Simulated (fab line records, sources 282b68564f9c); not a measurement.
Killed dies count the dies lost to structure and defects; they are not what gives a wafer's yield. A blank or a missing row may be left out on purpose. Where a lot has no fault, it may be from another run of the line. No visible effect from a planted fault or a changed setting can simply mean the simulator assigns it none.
Which tool is to blame?	flow ritCmos	7 lots, 21 wafers sampled, at 2 steps of a route of 202

## WHAT THE GAUGES SHOWED, per wafer
RIT_CONTACT_CD_MEAS_90 targets a cd of 1000 nm.
lot	measured	on	cdNm (nm)
L945	day 3 16:50	cdSem-02	997.5 997.3 997.5
L946	day 4 02:06	cdSem-01	996.2 996.1 998.5
L950	day 4 21:13	cdSem-01	- - -
L952	day 5 06:43	cdSem-01	- - -
L960	day 6 20:17	cdSem-01	1003.3 1002.1 1004.4
L962	day 7 06:34	cdSem-01	998.4 996.4 995.6
L965	day 8 00:32	cdSem-02	999.3 1000.3 1001.4

## TOOL THAT RAN EACH LOT (tool first, then ch and the chambers of the sampled wafers, then the start)
lot	RIT_CONTACT_CVD_00
L945	pecvd-01 ch 0,1,2, day 3 14:58
L946	pecvd-02 ch 0,2, day 4 00:19
L950	pecvd-01 ch 0,1,2, day 4 19:27
L952	pecvd-02 ch 0,2, day 5 04:58
L960	pecvd-04 ch 1,2, day 6 18:32
L962	pecvd-01 ch 0,2, day 7 04:38
L965	pecvd-01 ch 0,1,2, day 7 22:46
- RIT_CONTACT_CVD_00: deposits SiO2 from TEOS, target thk 400 nm, time 61 s.

## THE ANSWER, worked out from the rows above alone
Rule: usual is defined by the lots themselves. The widest of any qualifying gaps counts: lots, ordered by their means at a reading, are off when they make up no more than a third of the lots, leave a main group of 4 or more, and stand apart from it by 3 or more times the standard deviation of that group's means. If all means in a main group match to the digits the tables above print for the reading, that group is not used. Also off: a lot with no number at a reading for which 4 or more lots have one. Where the step has rows for the other lots, those lots are counted as sound.
Off: L950, L952 (RIT_CONTACT_CD_MEAS_90, cdNm). Without a number there: L950, L952. For the main group the mean is 999.0 nm and the standard deviation 2.5.
A tool fits if, at a process step before that reading, it ran every lot that is off, and no sound lot after the first of them. The gauges at RIT_CONTACT_CD_MEAS_90 are tried like those tools. None of those tried fits.

## WHAT THE SIMULATOR HAD INSERTED
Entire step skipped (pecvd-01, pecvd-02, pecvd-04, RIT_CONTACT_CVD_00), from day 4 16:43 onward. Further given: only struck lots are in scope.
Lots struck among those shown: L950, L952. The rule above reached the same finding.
